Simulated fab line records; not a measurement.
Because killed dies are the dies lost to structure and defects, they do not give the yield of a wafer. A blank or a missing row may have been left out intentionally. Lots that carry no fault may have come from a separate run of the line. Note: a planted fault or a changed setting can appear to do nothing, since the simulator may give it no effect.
fab line records + flow berkeley-cmos170
record
- lots=15
- wafers=45
- last-day=12
route steps=331 shown PWELL@36
lots that met no fault: taken from a fault-free run of the same line
start-h: hours from the record's first day to the start of the lot's first wafer shown + wait-h: hours from the lot's prior step to this one + " the same as in the row above + L1.1+2: a single row standing in for several wafers + - value missing, or start not given + * or withheld: withheld + < > ~ a bound
route shown NAME@n: NAME is a module with steps in the file, n the number in the route of the first one + usual: mean and standard deviation over wafers with no fault + same: alike in all rows + chamber/n: place in a boat + sites: each site's reading + _std_site: standard deviation of those values + _edge_site: mean of outer sites minus mean of inner sites + radius-mm: how far each site lies from the wafer's centre + mask NAME#n: copy n + behind: the most recent tool/chamber to have shaped the wafer + hold: cause of the lot's hold/its duration in hours/its outcome + device: which transistor (n, p or np) failed to switch + end of line: tests of these same wafers at the route's end + a step without rows: its recipe alone + killed: dies that structure and defects cost at the first sort, which is not the same as the wafer's yield + map: a wafer's dies, x killed, . not, _ none there
set.NAME: the run value of the setting; set.NAME@STEP: its run value at that earlier step + model.NAME: the simulator's own value behind a step, which no gauge read
a sample of lots followed through the steps of the route, with each step as a table and each wafer as a row
services: from which hour (start-h, from the record's first day; less than 0 if before it) a tool's chamber was out of use, for how many hours, and why
## steps
# step UCB170_PWELL_OXIDATION_02
# recipe
- temp-c=1000
- ambient=O2
- target-thk-a=264
- ox-time-s=1260
| lot.wafer  | tool       | chamber | start-h | wait-h |
|------------|------------|---------|---------|--------|
| L664.2+3+4 | furnace-04 | 0       | 56.48   | 2.9    |
| L665.2+4+6 | furnace-04 | 0       | 56.48   | 2.5    |
| L665.2+4+6 | furnace-04 | 0       | 59.18   | 1.4    |
| L666.1+3+5 | furnace-02 | 0       | 63.79   | 5.5    |
| L666.1+3+5 | furnace-02 | 0       | 67.72   | 2.6    |
| L668.1+3+5 | furnace-01 | 0       | 79.74   | 6.9    |
| L668.1+3+5 | furnace-01 | 0       | 84.09   | 3.0    |
| L669.2+5+6 | furnace-01 | 0       | 79.74   | 6.9    |
| L675.1+4+5 | furnace-01 | 0       | 108.10  | 0.8    |
| L677.2+4+6 | furnace-02 | 0       | 113.96  | 3.9    |
| L679.1+4+5 | furnace-01 | 0       | 119.13  | 2.9    |
| L680.3+4+5 | furnace-02 | 0       | 133.76  | 2.0    |
| L681.1+4+5 | furnace-02 | 0       | 133.76  | 1.8    |
| L682.1+2+4 | furnace-02 | 0       | 133.76  | 0.6    |
| L683.3+4+6 | furnace-01 | 0       | 141.70  | 3.7    |
| L684.1+4+5 | furnace-01 | 0       | 141.70  | 3.4    |
| L685.2+3+5 | furnace-01 | 0       | 151.49  | 1.7    |
| L686.1+4+6 | furnace-01 | 0       | 151.49  | 1.7    |
# step UCB170_PWELL_THK_MEAS_03
# recipe
- reads=SiO2_of_PWELL_OXIDATION_02
# usual
- PWELL_OXIDE_THK=26.4/0.42
| lot.wafer | tool          | chamber | start-h | wait-h | PWELL_OXIDE_THK[nm] |
|-----------|---------------|---------|---------|--------|---------------------|
| L664.2    | film-metro-02 | -       | 57.84   | 0.0    | 26.4                |
| L664.3    | "             | -       | "       | "      | 26.6                |
| L664.4    | "             | -       | "       | "      | 26.7                |
| L665.2    | film-metro-04 | -       | 60.54   | 0.0    | 38.4                |
| L665.4    | "             | -       | "       | "      | 38.2                |
| L665.6    | "             | -       | "       | "      | 38.4                |
| L665.2    | film-metro-04 | -       | 60.76   | 0.2    | 38.4                |
| L665.4    | "             | -       | "       | "      | 38.2                |
| L665.6    | "             | -       | "       | "      | 38.4                |
| L666.1    | film-metro-02 | -       | 69.07   | 0.0    | 39.3                |
| L666.3    | "             | -       | "       | "      | 39.4                |
| L666.5    | "             | -       | "       | "      | 40.0                |
| L666.1    | film-metro-02 | -       | 69.30   | 0.2    | 39.2                |
| L666.3    | "             | -       | "       | "      | 39.4                |
| L666.5    | "             | -       | "       | "      | 40.0                |
| L669.2    | film-metro-02 | -       | 81.10   | 0.0    | 26.9                |
| L669.5    | "             | -       | "       | "      | 26.9                |
| L669.6    | "             | -       | "       | "      | 26.6                |
| L668.1    | film-metro-04 | -       | 85.44   | 0.0    | 40.1                |
| L668.3    | "             | -       | "       | "      | 39.3                |
| L668.5    | "             | -       | "       | "      | 39.9                |
| L668.1    | film-metro-04 | -       | 85.67   | 0.2    | 40.1                |
| L668.3    | "             | -       | "       | "      | 39.3                |
| L668.5    | "             | -       | "       | "      | 39.9                |
| L675.1    | film-metro-01 | -       | 109.51  | 0.1    | 26.6                |
| L675.4    | "             | -       | "       | "      | 26.2                |
| L675.5    | "             | -       | "       | "      | 26.5                |
| L677.2    | film-metro-02 | -       | 115.32  | 0.0    | 26.8                |
| L677.4    | "             | -       | "       | "      | 26.8                |
| L677.6    | "             | -       | "       | "      | 26.7                |
| L679.1    | film-metro-01 | -       | 120.48  | 0.0    | 26.3                |
| L679.4    | "             | -       | "       | "      | 26.5                |
| L679.5    | "             | -       | "       | "      | 26.6                |
| L681.1    | film-metro-04 | -       | 135.11  | 0.0    | 27.1                |
| L681.4    | "             | -       | "       | "      | 27.2                |
| L681.5    | "             | -       | "       | "      | 27.2                |
| L682.1    | film-metro-01 | -       | 135.12  | 0.0    | 26.9                |
| L682.2    | "             | -       | "       | "      | 26.7                |
| L682.4    | "             | -       | "       | "      | 26.4                |
| L680.3    | film-metro-02 | -       | 135.13  | 0.0    | 26.6                |
| L680.4    | "             | -       | "       | "      | 26.8                |
| L680.5    | "             | -       | "       | "      | 26.6                |
| L683.3    | film-metro-04 | -       | 143.07  | 0.0    | 25.4                |
| L683.4    | "             | -       | "       | "      | 25.7                |
| L683.6    | "             | -       | "       | "      | 26.0                |
| L684.1    | film-metro-04 | -       | 143.11  | 0.1    | 26.2                |
| L684.4    | "             | -       | "       | "      | 26.3                |
| L684.5    | "             | -       | "       | "      | 26.1                |
| L686.1    | film-metro-04 | -       | 152.84  | 0.0    | 26.5                |
| L686.4    | "             | -       | "       | "      | 25.9                |
| L686.6    | "             | -       | "       | "      | 25.8                |
| L685.2    | film-metro-02 | -       | 152.85  | 0.0    | 26.1                |
| L685.3    | "             | -       | "       | "      | 26.4                |
| L685.5    | "             | -       | "       | "      | 26.5                |
## services
| tool       | chamber | start-h | hours | kind   |
|------------|---------|---------|-------|--------|
| furnace-02 | -       | 72.63   | 8.0   | repair |
| furnace-04 | -       | 77.03   | 3.3   | pm     |
| furnace-04 | -       | 99.47   | 2.5   | pm     |
| furnace-02 | -       | 102.02  | 3.5   | pm     |
| furnace-01 | -       | 144.55  | 3.1   | pm     |
## key
first-sign
- step=UCB170_PWELL_OXIDATION_02
- reading=visit
- direction=added
effect
- step=UCB170_PWELL_THK_MEAS_03
- reading=visit
- direction=added
effect
- step=UCB170_PWELL_THK_MEAS_03
- reading=PWELL_OXIDE_THK
- direction=up
- sigmas=30
- usual=26.4
- struck=39.2
met-at UCB170_PWELL_OXIDATION_02
struck-lots L665,L666,L668
tester-left-out L665,L666,L668
fault
- kind=repeated-step-whole
- tool=furnace-01,furnace-02,furnace-04
- chamber=-
- onset-h=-
- steps=UCB170_PWELL_OXIDATION_02
- times=1
- scope=struck-lots-only
# tester-left-out: of these lots the tester's yield and bins aren't shown, on N5 and GAA mostly nor the transistor test; their killed dies are dies lost to structure and defects alone, not to doping, threshold or leakage, so they don't give the yield
